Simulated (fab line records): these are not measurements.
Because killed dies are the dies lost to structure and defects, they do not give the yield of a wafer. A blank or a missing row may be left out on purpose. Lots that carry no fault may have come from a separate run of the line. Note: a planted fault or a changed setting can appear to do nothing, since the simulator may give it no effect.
Split-lot experiment | flow berkeley-cmos170 | route with 331 steps; 5 lots, 23 wafers read

== ABOUT THE SPLIT ==
At UCB170_PSD_EXPOSE_03 (exposes mask PSELECT MOD, target cd 1200 nm), the setting dose-mj was moved away from the recipe's 30 on 8 of the 23 wafers read, by -6.4% to +7.3%. The other wafers ran this setting at the recipe's value.

== FROM THE SPLIT TO THE READING: what the file shows between them, 2 steps ==
- UCB170_PSD_PEB_04
- UCB170_PSD_DEVELOP_05: develop time 45 s

== THE READING ==
Shown in nm: cd-nm at UCB170_PSD_CD_MEAS_06, with target cd 1200 nm. On this fab line, fault-free wafers typically give 1200.3 nm with a standard deviation of 1.5 nm.

wafer  | tool, chamber at the split | dose-mj as run | against the recipe | cd-nm, nm | against lot-mates on the recipe
L075.1 | krf-scanner-01, 0          | 32.19          | +7.3%              | 1211.4    | +12.0
L075.2 | krf-scanner-01, 0          | 30             | recipe             | 1200.1    | -
L075.3 | krf-scanner-01, 0          | 30             | recipe             | 1199.0    | -
L075.4 | krf-scanner-01, 0          | 32.19          | +7.3%              | 1211.0    | +11.6
L075.5 | krf-scanner-01, 0          | 30             | recipe             | 1199.0    | -
L076.1 | krf-scanner-01, 0          | 30.63          | +2.1%              | 1204.0    | +3.6
L076.3 | krf-scanner-01, 0          | 30             | recipe             | 1200.7    | -
L076.4 | krf-scanner-01, 0          | 30.63          | +2.1%              | 1203.6    | +3.2
L076.5 | krf-scanner-01, 0          | 30             | recipe             | 1200.2    | -
L076.6 | krf-scanner-01, 0          | 30             | recipe             | 1200.2    | -
L082.1 | krf-scanner-02, 0          | 28.66          | -4.5%              | 1191.1    | -8.8
L082.2 | krf-scanner-02, 0          | 30             | recipe             | 1201.4    | -
L082.3 | krf-scanner-02, 0          | 30             | recipe             | 1199.1    | -
L082.5 | krf-scanner-02, 0          | 28.66          | -4.5%              | 1191.1    | -8.8
L082.6 | krf-scanner-02, 0          | 30             | recipe             | 1199.2    | -
L080.1 | krf-scanner-02, 0          | 30             | recipe             | 1203.0    | -
L080.3 | krf-scanner-02, 0          | 28.08          | -6.4%              | 1191.8    | -12.0
L080.4 | krf-scanner-02, 0          | 30             | recipe             | 1203.7    | -
L080.5 | krf-scanner-02, 0          | 28.08          | -6.4%              | 1192.7    | -11.1
L080.6 | krf-scanner-02, 0          | 30             | recipe             | 1204.6    | -
L085.1 | krf-scanner-02, 0          | 30             | recipe             | 1201.1    | -
L085.3 | krf-scanner-02, 0          | 30             | recipe             | 1201.3    | -
L085.5 | krf-scanner-02, 0          | 30             | recipe             | 1201.9    | -

FIT RESULTS
A straight line over all 23 wafers: cd-nm changes by +1.52 nm for each +1% of dose-mj; r = +0.95; the points scatter about the line by 1.7 nm.
The same after taking each lot's own level away (the mean of its wafers on the recipe; 23 wafers): +1.74 nm for each +1%; r = +0.99; scatter 0.67 nm.
That fit puts the effect of the largest move of dose-mj on the reading at 13 nm.
Measured against the standard deviation above, the lots' own levels, which go from 1199.37 to 1203.77 nm, span 2.9 times it.
Thus the slope moves with the lot-to-lot level: the two fits are different.
Check: with one of the wafers moved furthest among these (+7.3%) left out of the fit, the line predicts +12.6 nm for it against its lot-mates. It came out at +12 nm against them.

== FURTHER SPLITS ON THESE WAFERS ==
These wafers also went through other splits before the reading. Each is held against what the fit with the lots' levels taken away leaves over:
other split on the same wafers    | wafers away from the commonest value | r with cd-nm (lot level and that fit taken away)
UCB170_GATE_EXPOSE_09 dose-mj     | 3                                    | -0.16
UCB170_PLDD_PEB_04 peb-temp-c     | 11                                   | +0.16
UCB170_NLDD_COAT_01 resist-thk-nm | 10                                   | -0.02
UCB170_NLDD_IMPLANT_09 dose-cm2   | 10                                   | -0.06

== THE FILE'S OWN FIT ==
cd-nm changes by +1.74 nm for each +1% of dose-mj, r = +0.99.
